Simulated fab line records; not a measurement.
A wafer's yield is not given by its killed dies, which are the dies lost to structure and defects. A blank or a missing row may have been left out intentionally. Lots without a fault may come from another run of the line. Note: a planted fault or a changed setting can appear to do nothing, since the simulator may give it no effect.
8D (eight disciplines) problem report, filled in by code || flow berkeleyCmos170 || the parts of the form that need people (team, actions taken, sign-off) are left out

## 1. THE PROBLEM
At UCB170_PFIELD_IMPLANT_07, doseIonsCm2 averages 1.9363e+13 over 6 wafers from 2 lots, while fault-free wafers read 1.9999e+13, standard deviation 2.3e+10. Relative to the usual mean, that is a shift of -28 standard deviations.
The first sign was on wafer L316.1 at day 6 05:31, on implanter-01. Wafers with a number at this step in the record: 42, from 14 lots. Rule for "out", or "out of limits": more than 4 standard deviations from the usual mean. All remaining wafers that have a number are taken as sound.

## 2. WHAT IT IS, WHAT IT ISN'T
{"question": "which readings at this step", "is": "doseIonsCm2", "is not": "-"}
{"question": "which lots", "is": "L315, L316", "is not": "L306, L307, L309, L310, L311, L317, L319, L323, L324, L325, L327, L328"}
{"question": "which wafers of those lots", "is": "all that have a number", "is not": "-"}
{"question": "read on which tools", "is": "implanter-01", "is not": "implanter-02, implanter-04"}
{"question": "when", "is": "from day 6 05:31", "is not": "up to then (15 sound wafers); but 21 sound wafers of L317, L319, L323, L324, L325, L327, L328 came after"}

## 3. SUSPECTS, AND WHAT RULES EACH OUT
Counting: any tool at a process step up to the reading is kept as a suspect provided that every lot that is out went through it and no sound lot did after the first of them.
- rieDiel-04 at UCB170_NWELL_ETCH_13 (etches Si3N4 in CH3F/Ar/O2, stops on SiO2, target depth 246.4 nm, time 154 s): ruled out as a lasting fault. Sound lots L324 ran on it after its first lot that is out, L315 (day 4 00:39).
- implanter-01 at UCB170_PFIELD_IMPLANT_07: kept. All lots that are out passed through it, beginning with L316 at day 6 05:31, and no sound lot followed; its final sound lot before that point was L311 at day 5 10:16. On those wafers its own readings are out: doseIonsCm2.
After counting, what remains is implanter-01 at UCB170_PFIELD_IMPLANT_07.

## 4. THE CAUSE (what the simulator had put in)
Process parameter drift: implanter-01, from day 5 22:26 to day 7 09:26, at UCB170_PFIELD_IMPLANT_07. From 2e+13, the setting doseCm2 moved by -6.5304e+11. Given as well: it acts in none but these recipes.
Counting left only this tool.

## 5. THE CHAIN OF EFFECTS, in route order
Each row: a reading where the mean over the struck wafers with a number is more than 3 standard deviations away from the usual. Only readings whose record carries a usual standard deviation are examined. hours: median over the lots of the time between each lot's start at the first step of this table that gives one and its start at this step. sigmas: the change, counted in usual standard deviations.
{"hours": 0, "step": "UCB170_PFIELD_IMPLANT_07", "reading": "doseIonsCm2", "usual": 1.9999e+13, "on struck wafers": 1.9363e+13, "change": -6.3600e+11, "sigmas": -28}
Here are the process steps it includes:
- UCB170_PFIELD_IMPLANT_07
Later measuring or inspecting steps at which every struck wafer that the step has a row for has a number for every such reading, and none has moved that far: UCB170_SACOX_THK_MEAS_02.

## 6. HOW IT WOULD HAVE BEEN CAUGHT EARLIER
First out-of-limits reading in this record: day 6 05:31, which is 7 hours after fault onset at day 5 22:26.
